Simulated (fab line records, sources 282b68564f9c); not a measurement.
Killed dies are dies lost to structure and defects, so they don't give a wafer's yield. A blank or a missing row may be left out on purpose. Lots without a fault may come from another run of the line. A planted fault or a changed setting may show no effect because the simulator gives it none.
A struck lot beside a sound one | flow rit_cmos | 23 steps out of a route of 202
Sound: wafers L952.2, L952.3, L952.5. Struck: wafers L961.1, L961.3, L961.4. The cause comes at the end.
At each step with rows: each side's tool, then ch and its chambers, then its first start. Under that, the readings that differ: sound wafers | struck wafers | difference of the means | sigmas: that difference in standard deviations of wafers without a fault.
alike: readings whose means differ by less than 2 such deviations, and words and numbers that are the same on both sides. not compared: withheld readings, readings that some wafer has no value for, bounds like >300 that may hide the same value, and numbers for which the record gives no deviation and whose values overlap.
The two part at a step that has a row with sigmas, a row that says differs or no value, or rows on one side only. Numbers that don't overlap but have no deviation are shown without sigmas and don't part them. A reading that every wafer of one side lacks parts them only if that side has two wafers or more.

RIT_CONTACT_CD_MEAS_08: target cd 1000 nm.
  sound on cd_sem-02, day 3 20:18; struck on cd_sem-01, day 5 18:41
  alike: cd_nm
RIT_CONTACT_OVL_MEAS_09:
  sound on overlay-02, day 3 20:24; struck on overlay-01, day 5 18:48
  alike: CONTACT_OVL
then, 1 step without rows for these wafers: RIT_CONTACT_HARDBAKE_10 (time 60 s).
RIT_CONTACT_ETCH_11: etches SiO2 in CHF3/CF4/Ar, stops on TiSi2, target depth 480 nm, time 320 s.
  sound on rie_diel-03 ch 1,2,3, day 3 20:35; struck on rie_diel-01 ch 0,1,2, day 5 19:02
  alike: chamber_pressure_mTorr, drypump_motor_current_A, oes_product_au, rf_fwd_power_W, throttle_valve_pct
  not compared: rf_hours_counter_h
RIT_CONTACT_STRIP_12: strips in O2, time 180 s.
  sound on plasma_asher-03 ch 0,1, day 3 20:47; struck on plasma_asher-03 ch 0,1, day 5 19:14
  alike: chamber_pressure_mTorr, drypump_motor_current_A
  not compared: rf_hours_counter_h
RIT_CONTACT_CD_MEAS_90: target cd 1000 nm.
  sound on cd_sem-01, day 3 20:58; struck on cd_sem-01, day 5 19:25
  alike: cd_nm
then, 2 steps without rows for these wafers: RIT_CONTACT_CLEAN_13 (cleans in SC1, time 600 s); RIT_CONTACT_CLEAN_14 (cleans in SC2, time 600 s).
RIT_M1_SPUTTER_00: material Al, target thk 400 nm, time 500 s.
  sound on pvd_sputter-02, day 3 21:25; struck on pvd_sputter-04, day 5 19:53
  alike: throttle_valve_pct
RIT_M1_RS_MEAS_01: measures by four-point-probe.
  sound on film_metro-01, day 3 21:44; struck on film_metro-03, day 5 20:11
  alike: M1_AL_RS
RIT_M1_THK_MEAS_02: measures by xrf.
  sound on film_metro-01, day 3 21:50; struck on film_metro-03, day 5 20:19
  alike: M1_AL_THK
then, 1 step without rows for these wafers: RIT_M1_HMDS_03 (prime time 60 s).
RIT_M1_COAT_04: resist thk 1300 nm.
  sound on litho_track-01 ch 0, day 3 22:04; struck on litho_track-04 ch 0, day 5 20:31
  reading                                 | sound                | struck               | difference | sigmas
  spin_speed_rpm (rpm)                    | 1996.8 1997.1 1998.9 | 2096.9 2097.5 2095.1 | +98.9      | +76
  model.NOVOLAK_of_M1_COAT_04.thk_nm (nm) | 1304 1301 1305       | 1274 1269 1270       | -32        |
then, 4 steps without rows for these wafers: RIT_M1_SOFTBAKE_05 (time 60 s); RIT_M1_EXPOSE_06 (exposes mask M12, target cd 2600 nm); RIT_M1_PEB_07; RIT_M1_DEVELOP_08 (develop time 68 s).
RIT_M1_CD_MEAS_09: target cd 2600 nm.
  sound on cd_sem-02, day 3 22:47; struck on cd_sem-02, day 5 21:26
  reading    | sound                | struck               | difference | sigmas
  cd_nm (nm) | 2600.9 2602.4 2599.8 | 2595.4 2595.6 2596.3 | -5.3       | -2
RIT_M1_OVL_MEAS_10:
  sound on overlay-02, day 3 22:54; struck on overlay-02, day 5 21:33
  alike: M1_OVL
then, 1 step without rows for these wafers: RIT_M1_HARDBAKE_11 (time 120 s).
RIT_M1_METAL_ETCH_12: etches Al in Cl2/BCl3, stops on SiO2, time 165 s, target depth 600 nm.
  sound on rie_metal-02 ch 0,1, day 3 23:11; struck on rie_metal-02 ch 0,1, day 5 21:50
  reading                                 | sound             | struck            | difference | sigmas
  model.NOVOLAK_of_M1_COAT_04.thk_nm (nm) | 809.5 797.7 813.2 | 784.1 782.7 772.9 | -26.9      |
  alike: chamber_pressure_mTorr, drypump_motor_current_A, mfc_cl2_sccm, oes_product_au, rf_fwd_power_W, throttle_valve_pct
  not compared: rf_hours_counter_h
then, 1 step without rows for these wafers: RIT_M1_STRIP_13 (strips in nmp, time 600 s).
RIT_M1_PROBE_99:
  sound on prober-02, day 4 01:43; struck on prober-02, day 6 00:05
  reading            | sound | struck | difference | sigmas
  killed_at_contacts | 0 2 0 | 0 0 0  | -1         | -2
  alike: defect_limited_yield, killed_at_M0_to_M3, killed_at_front_end, killed_dies, killed_open, killed_short, sort_bin_3_pad_short, sort_bin_5_function, sort_bin_6_memory, sort_n_pass, sort_yield_pct

WHERE THEY PART
First at RIT_M1_COAT_04; last, within this record, at RIT_M1_PROBE_99.

WHY: what the simulator had put in
Process parameter drift: litho_track-04, from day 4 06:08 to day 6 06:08, at RIT_M1_COAT_04. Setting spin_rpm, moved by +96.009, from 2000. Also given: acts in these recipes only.
